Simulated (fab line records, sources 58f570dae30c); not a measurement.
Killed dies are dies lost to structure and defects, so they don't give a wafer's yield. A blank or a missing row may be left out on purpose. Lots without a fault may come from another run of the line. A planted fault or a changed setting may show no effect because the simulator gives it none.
Which tool did it? | flow berkeley_cmos170 | 7 lots, 21 wafers sampled, at 2 steps of a route of 331

WHAT THE GAUGES READ, wafer by wafer
UCB170_M2_OVL_MEAS_16.
lot  | measured     | on         | M2_OVL (nm)
L344 | day 8 17:24  | overlay-02 | -1 -10 -6
L345 | day 9 06:02  | overlay-01 | -4 -5 -4
L349 | day 9 19:47  | overlay-02 | 7 0 5
L353 | day 10 16:37 | overlay-02 | 117 114 116
L359 | day 11 12:52 | overlay-02 | 3 1 -3
L361 | day 12 12:41 | overlay-02 | -10 -4 -6
L365 | day 13 06:19 | overlay-01 | 1 0 0

WHICH TOOL RAN EACH LOT (tool, then ch and the chambers of the sampled wafers, then the start)
lot  | UCB170_M2_EXPOSE_12
L344 | krf_scanner-01 ch 0, day 8 16:55
L345 | krf_scanner-01 ch 0, day 9 05:31
L349 | krf_scanner-02 ch 0, day 9 19:08
L353 | krf_scanner-02 ch 0, day 10 16:07
L359 | krf_scanner-01 ch 0, day 11 12:23
L361 | krf_scanner-01 ch 0, day 12 12:04
L365 | krf_scanner-01 ch 0, day 13 05:50
- UCB170_M2_EXPOSE_12: exposes mask METAL2, target cd 700 nm.

THE ANSWER, worked out from the rows above alone
Rule: what is usual is taken from the lots themselves. Put in order of their means at a reading, lots are off if they are a third of the lots or fewer, leave a main group of 4 or more, and stand apart from it by a gap of 3 or more times the standard deviation of the main group's means; of several such gaps the widest counts. A main group whose means are all the same, to the digits that the tables above print for the reading, isn't used. A lot without any number at a reading at which 4 lots or more have one is off too. The other lots that the step has rows for count as sound.
Off: L353, at UCB170_M2_OVL_MEAS_16 (M2_OVL). The main group: mean -2 nm, standard deviation 3.8.
A tool fits if, at a process step before that reading, it ran every lot that is off, and no sound lot after the first of them. The gauges at UCB170_M2_OVL_MEAS_16 are tried like those tools. One fits: krf_scanner-02 at UCB170_M2_EXPOSE_12. Its last sound lot is L349 (day 9 19:08), its first lot that is off L353 (day 10 16:07): a fault that began between those two fits.

WHAT THE SIMULATOR HAD PUT IN
Scanner matching overlay: krf_scanner-02, from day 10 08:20 on, at UCB170_M2_EXPOSE_12. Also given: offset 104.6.
Lots struck among those shown: L353. The rule above found the same.
